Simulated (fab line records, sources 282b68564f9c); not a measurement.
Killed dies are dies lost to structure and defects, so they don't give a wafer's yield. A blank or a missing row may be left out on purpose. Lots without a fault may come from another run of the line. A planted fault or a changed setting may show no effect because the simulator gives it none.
One fault seen from 2 desks | flow rit_cmos | each desk has only its own numbers; what lay behind them comes last

THE TOOL OWNER'S DESK: pecvd-04
The tool's own readings at RIT_CONTACT_CVD_00 (deposits SiO2 from TEOS, target thk 400 nm, time 61 s): means of the sampled wafers that have a number, for each lot that ran on this tool. A lot is out of limits, marked OUT, if its mean lies more than 4 standard deviations from the usual mean; the brackets give that distance.
Columns: A = heater_power_w at RIT_CONTACT_CVD_00, usual 305 W
lot  | first seen here | A
L711 | day 3 08:11     | 275
L714 | day 3 23:29     | 331
L717 | day 4 12:32     | 325
L720 | day 5 04:41     | 283
L723 | day 5 20:43     | 350
This desk's finding: nothing out of limits on any of the 5 lots.

THE METROLOGY DESK
What the gauges read, lot by lot, whatever tool the lot ran on: means of the sampled wafers that have a number. A lot is out of limits, marked OUT, if its mean lies more than 4 standard deviations from the usual mean; the brackets give that distance.
Columns: A = CONTACT_TEOS_THK at RIT_CONTACT_THK_MEAS_01, usual 404 nm
lot  | first seen here | A
L710 | day 3 02:07     | 404
L711 | day 3 08:14     | 399
L714 | day 3 23:34     | 404
L715 | day 4 03:38     | 405
L717 | day 4 12:37     | 402
L718 | day 4 19:35     | 404
L719 | day 5 00:50     | 401
L720 | day 5 04:44     | 406
L723 | day 5 20:47     | 350 (-11) OUT
L728 | day 6 20:33     | 401
L730 | day 7 08:14     | 405
L731 | day 7 11:34     | 407
L733 | day 8 02:04     | 408
This desk's finding: out of limits on L723; first on L723, day 5 20:47 (CONTACT_TEOS_THK at RIT_CONTACT_THK_MEAS_01). In limits: L710, L711, L714, L715, L717, L718, L719, L720, L728, L730, L731, L733.

PUT TOGETHER
The metrology desk could have raised an alarm at day 5 20:47, on L723.
The tool owner's desk saw nothing out of limits.
The tool owner's desk has L723 on record, within its limits.
Of the lots named, all ran RIT_CONTACT_CVD_00 on pecvd-04.

WHAT THE SIMULATOR HAD PUT IN
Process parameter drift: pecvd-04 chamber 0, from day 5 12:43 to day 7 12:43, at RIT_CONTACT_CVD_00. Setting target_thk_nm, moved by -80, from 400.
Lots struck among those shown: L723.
Hours from the fault's start to each desk's first reading out of limits: the metrology desk, 8.
